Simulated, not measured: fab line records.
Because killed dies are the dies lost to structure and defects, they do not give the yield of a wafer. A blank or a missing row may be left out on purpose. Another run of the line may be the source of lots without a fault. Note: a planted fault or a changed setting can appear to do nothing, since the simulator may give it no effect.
Problem report in the 8D (eight disciplines) form, filled by code | flow rit-cmos | the parts of the form that need people (team, actions taken, sign-off) are left out

1. WHAT IS WRONG
PSD_RS at RIT_SDANNEAL_RS_MEAS_04 reads a mean of 121.37 ohm/sq on 6 wafers of 2 lots; wafers without a fault read 115.82 ohm/sq with a standard deviation of 0.29. Relative to the usual mean, that is a shift of +19 standard deviations.
The step: measures by four-point-probe.
First seen on wafer L157.2, day 4 22:26, on film-metro-03. The record holds 39 wafers of 13 lots with a number at this step. The rule behind "out" and "out of limits": a value lying over 4 standard deviations away from the usual mean. The other wafers with a number count as sound.

2. WHAT IT IS AND WHAT IT IS NOT
question                    | is                           | is not
which readings at this step | PSD_RS                       | -
which lots                  | L157, L159                   | L149, L150, L151, L152, L153, L154, L155, L168, L170, L171, L172
which wafers of those lots  | all that have a number       | -
read on which gauges        | film-metro-03, film-metro-04 | film-metro-01
when                        | from day 4 22:26             | up to then (21 sound wafers); but 12 sound wafers of L168, L170, L171, L172 came after

3. THE SUSPECTS, EACH WITH WHAT RULES IT OUT
Counting: a tool stays on the suspect list if, at a process step up to the reading, it processed all lots that are out and no sound lot following the first of them.
- ruled out: the gauge at RIT_SDANNEAL_RS_MEAS_04. Those wafers that are out were read across 2 gauges (film-metro-03, film-metro-04).
- rtp-anneal-01 at RIT_SDANNEAL_RTA_03 (time 5 s): ruled out as a lasting fault. After its first lot that is out, L157 (day 4 22:22), sound lots L171 ran on it.
Left after counting: nothing in the record.

4. THE CAUSE (what the simulator had put in)
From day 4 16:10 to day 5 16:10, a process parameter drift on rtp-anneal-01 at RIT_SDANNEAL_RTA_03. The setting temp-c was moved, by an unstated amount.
The count ruled it out by mistake, since the rule takes a fault to strike every lot its tool runs from the start of the fault on, and this one did not do so.

5. THE EFFECT CHAIN, in route order
Each row: a reading where the mean over the struck wafers with a number is more than 3 standard deviations away from the usual. Readings are gone through only where the record gives a usual standard deviation; hours: the median, over the lots, of the time from a lot's start at the first step in this table giving one to that lot's start at this step; sigmas: the change measured in usual standard deviations.
hours | step                    | reading          | usual         | on struck wafers | change | sigmas
0     | RIT_SDANNEAL_RTA_03     | wafer_temp_C_max | 1053.5        | 1045.2           | -8.3   | -7.5
0     | RIT_SDANNEAL_RS_MEAS_04 | PSD_RS           | 115.82 ohm/sq | 121.37           | +5.55  | +19
0     | RIT_SDANNEAL_RS_MEAS_06 | PLDD_RS          | 178.5 ohm/sq  | 183.5            | +5.0   | +9.6
Its process steps:
- RIT_SDANNEAL_RTA_03: time 5 s.
Later measuring or inspecting steps at which every struck wafer that the step has a row for has a number for every such reading, and none has moved that far: RIT_SILICIDE_THK_MEAS_03.

6. WHAT WOULD HAVE CAUGHT IT SOONER
In this record the first reading out of limits at a measuring or inspecting step was taken at day 4 22:26, 6 hours after the fault began at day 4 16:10.
At RIT_SDANNEAL_RTA_03, the tool's own readings (wafer_temp_C_max) were out on each struck wafer the step has a row for, so an alarm limit on them would have fired on the first such wafer.
